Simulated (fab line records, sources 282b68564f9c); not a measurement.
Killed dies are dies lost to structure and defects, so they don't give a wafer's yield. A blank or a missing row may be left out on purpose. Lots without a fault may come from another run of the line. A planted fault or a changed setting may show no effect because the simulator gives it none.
fab line records | flow rit_cmos | part 1 of 2: steps 1 to 27 of 37
record lots=5 wafers=15 last_day=6
route steps=202 shown PSD@157 NSD@158 PLDD@159 NLDD@160 SILICIDE@161 CONTACT@168 M1@184
lots that met no fault: from a run of the same line without faults
start_h: hours from the record's first day to the start of the lot's first wafer shown | wait_h: hours since the lot's step before | " the same as in the row above | L1.1+2: a row that stands for several wafers | - no value, or no start given | * or withheld: withheld | < > ~ a bound
route shown NAME@n: a module of which the file shows steps, and the number in the route of the first | usual: mean/standard deviation of fault-free wafers | same: alike in all rows | chamber/n: place in a boat | sites: the reading at each site | _std_site: their standard deviation | _edge_site: outer sites' mean less inner sites' | radius_mm: how far each site lies from the wafer's centre | mask NAME#n: copy n | behind: the tool/chamber that last shaped the wafer | hold: why the lot was held/for how many hours/how that ended | device: the transistor (n, p or np) that didn't switch | end of line: the same wafers' tests at the end of the route | a step without rows: its recipe alone | killed: dies lost to structure and defects at the first sort, not the wafer's yield | map: a wafer's dies, x killed, . not, _ none there
set.NAME: the setting as run; set.NAME@STEP: as run at that earlier step | model.NAME: the simulator's own value behind a step, which no gauge read
lots at some steps of the route; a table a step, a row a wafer
services: from which hour (start_h, from the record's first day; less than 0 if before it) a tool's chamber was out of use, for how many hours, and why
## steps
# step RIT_SDANNEAL_RS_MEAS_04
# recipe thk_meas_gauge=four-point-probe
# usual PSD_RS=115.84/0.24
# columns lot.wafer tool chamber start_h wait_h PSD_RS[ohm/sq]
L074.1 film_metro-01 - 50.35 0.0 115.99
L074.5 " - " " 115.97
L074.6 " - " " 116.03
L075.1 film_metro-04 - 56.56 0.0 116.07
L075.4 " - " " 115.88
L075.5 " - " " 115.98
L078.2 film_metro-04 - 72.61 0.1 115.95
L078.3 " - " " 115.40
L078.6 " - " " 115.91
L089.3 film_metro-01 - 133.60 0.1 115.51
L089.4 " - " " 115.74
L089.6 " - " " 115.69
L090.3 film_metro-04 - 134.09 0.1 115.80
L090.4 " - " " 115.24
L090.6 " - " " 115.88
# step RIT_SDANNEAL_RS_MEAS_05
# recipe thk_meas_gauge=four-point-probe
# usual NSD_RS=84.55/0.28
# columns lot.wafer tool chamber start_h wait_h NSD_RS[ohm/sq]
L074.1 film_metro-01 - 50.47 0.1 84.68
L074.5 " - " " 84.62
L074.6 " - " " 84.64
L075.1 film_metro-04 - 56.68 0.1 84.51
L075.4 " - " " 84.59
L075.5 " - " " 84.81
L078.2 film_metro-04 - 72.73 0.1 84.94
L078.3 " - " " 84.86
L078.6 " - " " 84.91
L089.3 film_metro-01 - 133.72 0.1 84.84
L089.4 " - " " 84.44
L089.6 " - " " 84.70
L090.3 film_metro-04 - 134.21 0.1 84.10
L090.4 " - " " 84.22
L090.6 " - " " 84.08
# step RIT_SDANNEAL_RS_MEAS_06
# recipe thk_meas_gauge=four-point-probe
# usual PLDD_RS=178.7/0.45
# columns lot.wafer tool chamber start_h wait_h PLDD_RS[ohm/sq]
L074.1 film_metro-01 - 50.59 0.1 178.5
L074.5 " - " " 178.3
L074.6 " - " " 178.7
L075.1 film_metro-04 - 56.80 0.1 179.3
L075.4 " - " " 179.1
L075.5 " - " " 179.5
L078.2 film_metro-04 - 72.85 0.1 179.8
L078.3 " - " " 179.3
L078.6 " - " " 179.1
L089.3 film_metro-01 - 133.84 0.1 178.7
L089.4 " - " " 178.5
L089.6 " - " " 178.6
L090.3 film_metro-04 - 134.33 0.1 178.4
L090.4 " - " " 178.7
L090.6 " - " " 179.4
# step RIT_SDANNEAL_RS_MEAS_07
# recipe thk_meas_gauge=four-point-probe
# usual NLDD_RS=151.6/0.49
# columns lot.wafer tool chamber start_h wait_h NLDD_RS[ohm/sq]
L074.1 film_metro-01 - 50.71 0.1 152.2
L074.5 " - " " 152.3
L074.6 " - " " 152.4
L075.1 film_metro-04 - 56.92 0.1 152.2
L075.4 " - " " 153.0
L075.5 " - " " 152.9
L078.2 film_metro-04 - 72.97 0.1 151.4
L078.3 " - " " 151.7
L078.6 " - " " 151.9
L089.3 film_metro-01 - 133.96 0.1 152.0
L089.4 " - " " 151.7
L089.6 " - " " 151.6
L090.3 film_metro-04 - 134.45 0.1 151.0
L090.4 " - " " 151.6
L090.6 " - " " 151.5
# step RIT_SILICIDE_WET_ETCH_00
# recipe chemistry=BOE target=SiO2 target_depth_nm=14 time_s=15 dry=n2_spin dilution=10:1 temp_c=21.5
# columns lot.wafer tool chamber start_h wait_h
L074.1+5+6 wet_bench-03 0 50.83 0.1
L075.1+4+5 wet_bench-03 0 57.04 0.1
L078.2+3+6 wet_bench-01 3 73.07 0.1
L089.3+4+6 wet_bench-04 0 134.04 0.1
L090.3+4+6 wet_bench-04 1 134.53 0.1
# step RIT_SILICIDE_SPUTTER_01
# recipe material=Ti target_thk_nm=30 power_w=350 chamber_pressure_pa=0.667 gas=Ar time_s=240 substrate_temp_c=25
# usual throttle_valve_pct=30.5/1.3
# columns lot.wafer tool chamber start_h wait_h throttle_valve_pct
L074.1 pvd_sputter-02 - 50.84 0.0 31.8
L074.5 " - " " 31.8
L074.6 " - " " 31.9
L075.1 pvd_sputter-03 - 57.05 0.0 31.6
L075.4 " - " " 28.3
L075.5 " - " " 31.4
L078.2 pvd_sputter-02 - 73.08 0.0 29.7
L078.3 " - " " 32.0
L078.6 " - " " 32.0
L089.3 pvd_sputter-03 - 134.05 0.0 30.7
L089.4 " - " " 28.4
L089.6 " - " " 28.2
L090.3 pvd_sputter-02 - 134.54 0.0 30.7
L090.4 " - " " 31.9
L090.6 " - " " 30.8
# step RIT_SILICIDE_RS_MEAS_02
# recipe thk_meas_gauge=four-point-probe reads=Ti_of_SILICIDE_SPUTTER_01
# usual SILICIDE_TI_RS=47.7/0.56
# columns lot.wafer tool chamber start_h wait_h SILICIDE_TI_RS[ohm/sq]
L074.1 film_metro-02 - 50.99 0.1 47.7
L074.5 " - " " 47.5
L074.6 " - " " 47.3
L075.1 film_metro-02 - 57.20 0.1 48.3
L075.4 " - " " 48.0
L075.5 " - " " 48.4
L078.2 film_metro-02 - 73.25 0.1 47.5
L078.3 " - " " 47.7
L078.6 " - " " 47.4
L089.3 film_metro-03 - 134.24 0.1 47.3
L089.4 " - " " 47.2
L089.6 " - " " 47.3
L090.3 film_metro-02 - 134.73 0.1 47.5
L090.4 " - " " 48.5
L090.6 " - " " 48.0
# step RIT_SILICIDE_THK_MEAS_03
# recipe thk_meas_gauge=xrf reads=Ti_of_SILICIDE_SPUTTER_01
# usual SILICIDE_TI_THK=29.5/0.31
# columns lot.wafer tool chamber start_h wait_h SILICIDE_TI_THK[nm]
L074.1 film_metro-02 - 51.11 0.1 29.6
L074.5 " - " " 29.8
L074.6 " - " " 29.9
L075.1 film_metro-02 - 57.32 0.1 29.4
L075.4 " - " " 29.4
L075.5 " - " " 29.3
L078.2 film_metro-02 - 73.36 0.1 29.5
L078.3 " - " " 29.4
L078.6 " - " " 29.7
L089.3 film_metro-03 - 134.34 0.1 29.4
L089.4 " - " " 29.6
L089.6 " - " " 29.4
L090.3 film_metro-02 - 134.83 0.1 29.5
L090.4 " - " " 29.2
L090.6 " - " " 29.4
# step RIT_SILICIDE_RTA_04
# recipe temp_c=650 time_s=10 idle_temp_c=25 ramp_up_s=5 ramp_down_s=5 cool_to_c=25 ambient=N2
# usual wafer_temp_C_max=654.5/0.9
# columns lot.wafer tool chamber start_h wait_h wafer_temp_C_max
L074.1 rtp_anneal-01 0 51.17 0.1 653.7
L074.5 " 0 " " 653.6
L074.6 " 0 " " 654.4
L075.1 rtp_anneal-02 0 57.38 0.1 654.0
L075.4 " 0 " " 653.9
L075.5 " 0 " " 653.3
L078.2 rtp_anneal-01 0 73.43 0.1 654.6
L078.3 " 0 " " 654.1
L078.6 " 0 " " 654.1
L089.3 rtp_anneal-02 0 134.40 0.1 652.3
L089.4 " 0 " " 654.3
L089.6 " 0 " " 654.0
L090.3 rtp_anneal-02 0 134.89 0.1 653.5
L090.4 " 0 " " 655.0
L090.6 " 0 " " 654.2
# step RIT_SILICIDE_WET_ETCH_05
# recipe chemistry=SPM target=Ti temp_c=90 time_s=120 dry=n2_spin
# columns lot.wafer tool chamber start_h wait_h
L074.1+5+6 wet_bench-01 3 51.24 0.1
L075.1+4+5 wet_bench-04 1 57.45 0.1
L078.2+3+6 wet_bench-04 2 73.54 0.1
L089.3+4+6 wet_bench-01 2 134.45 0.0
L090.3+4+6 wet_bench-03 2 134.94 0.0
# step RIT_SILICIDE_RTA_06
# recipe temp_c=750 time_s=10 idle_temp_c=25 ramp_up_s=5 ramp_down_s=10 cool_to_c=25 ambient=N2
# usual wafer_temp_C_max=755.1/0.92
# columns lot.wafer tool chamber start_h wait_h wafer_temp_C_max
L074.1 rtp_anneal-02 0 51.28 0.0 753.4
L074.5 " 0 " " 755.0
L074.6 " 0 " " 754.0
L075.1 rtp_anneal-01 0 57.49 0.0 755.9
L075.4 " 0 " " 755.0
L075.5 " 0 " " 755.7
L078.2 rtp_anneal-02 0 73.60 0.0 754.6
L078.3 " 0 " " 754.0
L078.6 " 0 " " 754.8
L089.3 rtp_anneal-01 0 134.51 0.0 755.8
L089.4 " 0 " " 754.8
L089.6 " 0 " " 754.4
L090.3 rtp_anneal-01 0 135.00 0.0 754.7
L090.4 " 0 " " 755.4
L090.6 " 0 " " 754.5
# step RIT_CONTACT_CVD_00
# recipe material=SiO2 target_thk_nm=400 precursor=TEOS temp_c=390 time_s=61 rf_w=400
# usual heater_power_w=331/44 susceptor_temp_C=390.00/0.21
# columns lot.wafer tool chamber start_h wait_h heater_power_w since_wet_clean_h susceptor_temp_C
L074.1 pecvd-03 1 51.35 0.1 343 202 389.63
L074.5 " 1 " " 374 - 390.12
L074.6 " 2 " " 304 - 390.04
L075.1 pecvd-02 1 57.56 0.1 312 613 390.04
L075.4 " 1 " " 316 - 390.14
L075.5 " 0 " " 309 - 389.50
L078.2 pecvd-02 2 73.65 0.0 404 629 389.83
L078.3 " 0 " " 313 629 389.93
L078.6 " 2 " " 299 - 389.90
L089.3 pecvd-03 1 134.55 0.0 367 285 389.89
L089.4 " 1 " " 392 - 390.05
L089.6 " 2 " " 336 - 389.69
L090.3 pecvd-02 1 135.05 0.0 326 690 389.91
L090.4 " 0 " " 272 - 390.24
L090.6 " 1 " " 337 - 389.90
# step RIT_CONTACT_THK_MEAS_01
# recipe reads=SiO2_of_CONTACT_CVD_00
# usual CONTACT_TEOS_THK=399/4.9
# columns lot.wafer tool chamber start_h wait_h CONTACT_TEOS_THK[nm]
L074.1 film_metro-04 - 51.40 0.0 397
L074.5 " - " " 403
L074.6 " - " " 403
L075.1 film_metro-03 - 57.61 0.0 394
L075.4 " - " " 405
L075.5 " - " " 404
L078.2 film_metro-04 - 73.71 0.0 394
L078.3 " - " " 399
L078.6 " - " " 404
L089.3 film_metro-01 - 134.63 0.0 394
L089.4 " - " " 398
L089.6 " - " " 396
L090.3 film_metro-03 - 135.12 0.0 396
L090.4 " - " " 400
L090.6 " - " " 401
# step RIT_CONTACT_HMDS_02
# recipe prime_time_s=60 prime_temp_c=140
# usual resist_line_temp_C=23.01/0.1
# columns lot.wafer tool chamber start_h wait_h resist_line_temp_C
L074.1 litho_track-03 0 51.46 0.1 22.90
L074.5 " 0 " " 22.88
L074.6 " 0 " " 22.94
L075.1 litho_track-04 0 57.67 0.1 22.98
L075.4 " 0 " " 23.08
L075.5 " 0 " " 23.00
L078.2 litho_track-04 0 73.81 0.1 22.86
L078.3 " 0 " " 22.96
L078.6 " 0 " " 23.08
L089.3 litho_track-01 0 134.72 0.1 23.15
L089.4 " 0 " " 23.01
L089.6 " 0 " " 23.11
L090.3 litho_track-04 0 135.21 0.1 23.09
L090.4 " 0 " " 23.07
L090.6 " 0 " " 23.00
# step RIT_CONTACT_COAT_03
# recipe resist=NOVOLAK spin_rpm=3250 resist_thk_nm=1000
# usual resist_line_temp_C=22.97/0.097
# columns lot.wafer tool chamber start_h wait_h resist_line_temp_C
L074.1 litho_track-03 0 51.61 0.1 22.97
L074.5 " 0 " " 22.96
L074.6 " 0 " " 23.00
L075.1 litho_track-04 0 57.82 0.1 23.09
L075.4 " 0 " " 23.01
L075.5 " 0 " " 22.93
L078.2 litho_track-04 0 73.96 0.1 22.83
L078.3 " 0 " " 22.79
L078.6 " 0 " " 22.72
L089.3 litho_track-01 0 134.87 0.1 23.08
L089.4 " 0 " " 23.06
L089.6 " 0 " " 23.20
L090.3 litho_track-04 0 135.36 0.1 22.93
L090.4 " 0 " " 22.94
L090.6 " 0 " " 22.82
# step RIT_CONTACT_SOFTBAKE_04
# recipe resist=NOVOLAK temp_c=90 time_s=60
# usual resist_line_temp_C=23.01/0.1
# columns lot.wafer tool chamber start_h wait_h resist_line_temp_C
L074.1 litho_track-03 0 51.76 0.1 22.91
L074.5 " 0 " " 22.97
L074.6 " 0 " " 22.92
L075.1 litho_track-04 0 57.97 0.1 22.79
L075.4 " 0 " " 22.78
L075.5 " 0 " " 22.84
L078.2 litho_track-04 0 74.11 0.1 22.72
L078.3 " 0 " " 22.99
L078.6 " 0 " " 22.94
L089.3 litho_track-01 0 135.02 0.1 22.84
L089.4 " 0 " " 22.91
L089.6 " 0 " " 22.98
L090.3 litho_track-04 0 135.51 0.1 23.11
L090.4 " 0 " " 23.09
L090.6 " 0 " " 22.91
# step RIT_CONTACT_EXPOSE_05
# recipe mask_id=M11 na=0.6 source_shape=conventional sigma_outer=0.5 target_cd_nm=1000 dose_mj=250
# usual exposure_dose_mJ_cm2=249.89/0.24
# columns lot.wafer tool chamber start_h wait_h mask exposure_dose_mJ_cm2
L074.1 iline_stepper-01 0 51.91 0.1 M11#0 250.04
L074.5 " 0 " " M11#0 250.25
L074.6 " 0 " " M11#0 250.42
L075.1 iline_stepper-01 0 58.12 0.1 M11#0 249.84
L075.4 " 0 " " M11#0 249.84
L075.5 " 0 " " M11#0 249.48
L078.2 iline_stepper-01 0 74.26 0.1 M11#0 249.69
L078.3 " 0 " " M11#0 250.20
L078.6 " 0 " " M11#0 250.30
L089.3 iline_stepper-02 0 135.15 0.1 M11#0 249.47
L089.4 " 0 " " M11#0 249.76
L089.6 " 0 " " M11#0 249.57
L090.3 iline_stepper-01 0 135.77 0.2 M11#0 250.08
L090.4 " 0 " " M11#0 249.82
L090.6 " 0 " " M11#0 249.67
# step RIT_CONTACT_PEB_06
# recipe resist=NOVOLAK temp_c=withheld time_s=withheld
# usual resist_line_temp_C=*
# columns lot.wafer tool chamber start_h wait_h resist_line_temp_C
L074.1 litho_track-03 0 52.02 0.1 *
L074.5 " 0 " " *
L074.6 " 0 " " *
L075.1 litho_track-01 0 58.23 0.1 *
L075.4 " 0 " " *
L075.5 " 0 " " *
L078.2 litho_track-03 0 74.38 0.1 *
L078.3 " 0 " " *
L078.6 " 0 " " *
L089.3 litho_track-03 0 135.38 0.2 *
L089.4 " 0 " " *
L089.6 " 0 " " *
L090.3 litho_track-03 0 135.90 0.1 *
L090.4 " 0 " " *
L090.6 " 0 " " *
# step RIT_CONTACT_DEVELOP_07
# recipe resist=NOVOLAK develop_time_s=120 dev_temp_c=23
# usual resist_line_temp_C=22.99/0.12
# columns lot.wafer tool chamber start_h wait_h resist_line_temp_C
L074.1 litho_track-03 0 - - 22.99
L074.5 " 0 " " 22.87
L074.6 " 0 " " 22.99
L075.1 litho_track-01 0 - - 23.12
L075.4 " 0 " " 23.16
L075.5 " 0 " " 23.15
L078.2 litho_track-03 0 - - 22.98
L078.3 " 0 " " 23.17
L078.6 " 0 " " 23.11
L089.3 litho_track-03 0 - - 23.08
L089.4 " 0 " " 23.04
L089.6 " 0 " " 23.02
L090.3 litho_track-03 0 - - 22.92
L090.4 " 0 " " 23.15
L090.6 " 0 " " 23.17
# step RIT_CONTACT_CD_MEAS_08
# recipe target_cd_nm=1000
# usual cd_nm=999.9/1.7
# columns lot.wafer tool chamber start_h wait_h cd_nm
L074.1 cd_sem-02 - 52.42 - 1001.5
L074.5 " - " " 1002.1
L074.6 " - " " 1000.8
L075.1 cd_sem-01 - 58.63 - 1000.1
L075.4 " - " " 1000.9
L075.5 " - " " 1000.2
L078.2 cd_sem-02 - 74.77 - 1002.2
L078.3 " - " " 1001.7
L078.6 " - " " 999.6
L089.3 cd_sem-01 - 135.77 - 998.5
L089.4 " - " " 1001.2
L089.6 " - " " 1001.8
L090.3 cd_sem-02 - 136.29 - 998.9
L090.4 " - " " 999.4
L090.6 " - " " 1001.0
# step RIT_CONTACT_OVL_MEAS_09
# usual CONTACT_OVL=0.1/1.4
# columns lot.wafer tool chamber start_h wait_h CONTACT_OVL[nm]
L074.1 overlay-01 - 52.54 0.1 -0.1
L074.5 " - " " -1.2
L074.6 " - " " 1.6
L075.1 overlay-01 - 58.75 0.1 1.6
L075.4 " - " " 2.0
L075.5 " - " " 2.4
L078.2 overlay-02 - 74.88 0.1 1.5
L078.3 " - " " 2.4
L078.6 " - " " -0.4
L089.3 overlay-01 - 135.86 0.1 -1.1
L089.4 " - " " -0.7
L089.6 " - " " 0.3
L090.3 overlay-01 - 136.38 0.1 0.1
L090.4 " - " " 0.6
L090.6 " - " " -0.9
# step RIT_CONTACT_HARDBAKE_10
# recipe resist=NOVOLAK temp_c=140 time_s=60
# usual resist_line_temp_C=23.02/0.11
# columns lot.wafer tool chamber start_h wait_h resist_line_temp_C
L074.1 litho_track-01 0 52.68 0.1 22.97
L074.5 " 0 " " 22.90
L074.6 " 0 " " 23.08
L075.1 litho_track-04 0 58.79 0.0 22.89
L075.4 " 0 " " 22.92
L075.5 " 0 " " 23.13
L078.2 litho_track-04 0 74.94 0.0 22.70
L078.3 " 0 " " 22.97
L078.6 " 0 " " 22.95
L089.3 litho_track-04 0 135.93 0.1 23.03
L089.4 " 0 " " 22.91
L089.6 " 0 " " 22.87
L090.3 litho_track-03 0 136.45 0.1 22.97
L090.4 " 0 " " 22.98
L090.6 " 0 " " 23.04
# step RIT_CONTACT_ETCH_11
# recipe target_depth_a=4800 over_etch_frac=0.2 stop_on=TiSi2 chemistry=CHF3/CF4/Ar target=SiO2 CHF3_flow_sccm=50 cf4_flow_sccm=10 Ar_flow_sccm=100 O2_flow_sccm=5 pressure_mtorr=100 rf_w=200 time_s=320
# usual drypump_motor_current_A=5.5/0.35 oes_product_au=0.990/0.013 throttle_valve_pct=8.85/0.086
# same over_etch_frac=0.2
# columns lot.wafer tool chamber start_h wait_h drypump_motor_current_A oes_product_au rf_hours_counter_h throttle_valve_pct
L074.1 rie_diel-04 1 52.83 0.1 5.7 1.006 49 8.81
L074.5 " 1 " " 5.7 0.997 - 8.81
L074.6 " 2 " " 5.2 0.989 - 8.90
L075.1 rie_diel-03 2 58.94 0.1 6.0 0.989 109 8.67
L075.4 " 1 " " 5.7 0.986 164 8.85
L075.5 " 1 " " 5.7 0.985 - 8.86
L078.2 rie_diel-03 1 75.06 0.1 5.7 0.985 165 8.85
L078.3 " 3 " " 5.5 0.976 157 8.98
L078.6 " 0 " " 4.7 0.969 - 8.80
L089.3 rie_diel-01 1 136.03 0.1 5.2 0.988 25 8.80
L089.4 " 2 " " 5.6 0.992 1 8.95
L089.6 " 2 " " 5.6 0.995 - 8.95
L090.3 rie_diel-04 1 136.55 0.1 5.7 0.994 52 8.81
L090.4 " 3 " " 5.9 0.984 - 8.92
L090.6 " 1 " " 5.7 1.001 - 8.81
# step RIT_CONTACT_STRIP_12
# recipe chemistry=O2 time_s=180 resist=NOVOLAK platen_temp_c=withheld power_w=500 pressure_mtorr=4000 o2_flow_sccm=4000
# usual drypump_motor_current_A=6.0/0.33
# columns lot.wafer tool chamber start_h wait_h drypump_motor_current_A rf_hours_counter_h
L074.1 plasma_asher-04 1 53.03 0.1 5.7 43
L074.5 " 0 " " 5.9 -
L074.6 " 1 " " 5.7 -
L075.1 plasma_asher-02 0 59.13 0.1 6.2 41
L075.4 " 1 " " 5.5 -
L075.5 " 0 " " 6.2 -
L078.2 plasma_asher-04 0 75.25 0.1 5.9 46
L078.3 " 0 " " 5.9 -
L078.6 " 1 " " 5.7 -
L089.3 plasma_asher-02 1 136.28 0.2 5.5 -
L089.4 " 0 " " 6.2 -
L089.6 " 1 " " 5.5 -
L090.3 plasma_asher-01 1 136.81 0.2 6.0 -
L090.4 " 0 " " 6.5 -
L090.6 " 1 " " 6.0 -
# step RIT_CONTACT_CD_MEAS_90
# recipe target_cd_nm=1000
# usual cd_nm=999.8/1.7
# columns lot.wafer tool chamber start_h wait_h cd_nm
L074.1 cd_sem-02 - 53.20 0.1 1001.2
L074.5 " - " " 1002.3
L074.6 " - " " 1001.1
L075.1 cd_sem-02 - 59.31 0.1 999.8
L075.4 " - " " 1001.2
L075.5 " - " " 999.8
L078.2 cd_sem-02 - 75.45 0.1 1002.3
L078.3 " - " " 1002.1
L078.6 " - " " 1000.1
L089.3 cd_sem-01 - 136.44 0.1 999.0
L089.4 " - " " 1001.3
L089.6 " - " " 1001.7
L090.3 cd_sem-02 - 136.96 0.1 999.0
L090.4 " - " " 998.9
L090.6 " - " " 1000.9
# step RIT_CONTACT_CLEAN_13
# recipe chemistry=SC1 mix=3:3:50 time_s=600 temp_c=75
# columns lot.wafer tool chamber start_h wait_h
L074.1+5+6 wet_bench-01 0 53.32 0.1
L075.1+4+5 wet_bench-01 2 59.43 0.1
L078.2+3+6 wet_bench-04 1 75.55 0.1
L089.3+4+6 wet_bench-01 2 136.52 0.1
L090.3+4+6 wet_bench-04 1 137.04 0.1
# step RIT_CONTACT_CLEAN_14
# recipe chemistry=SC2 mix=3:3:50 time_s=600 temp_c=75 dry=n2_spin
# columns lot.wafer tool chamber start_h wait_h
L074.1+5+6 wet_bench-02 3 53.50 0.0
L075.1+4+5 wet_bench-02 1 59.60 0.0
L078.2+3+6 wet_bench-01 1 75.72 0.0
L089.3+4+6 wet_bench-02 2 136.70 0.0
L090.3+4+6 wet_bench-02 1 137.22 0.0
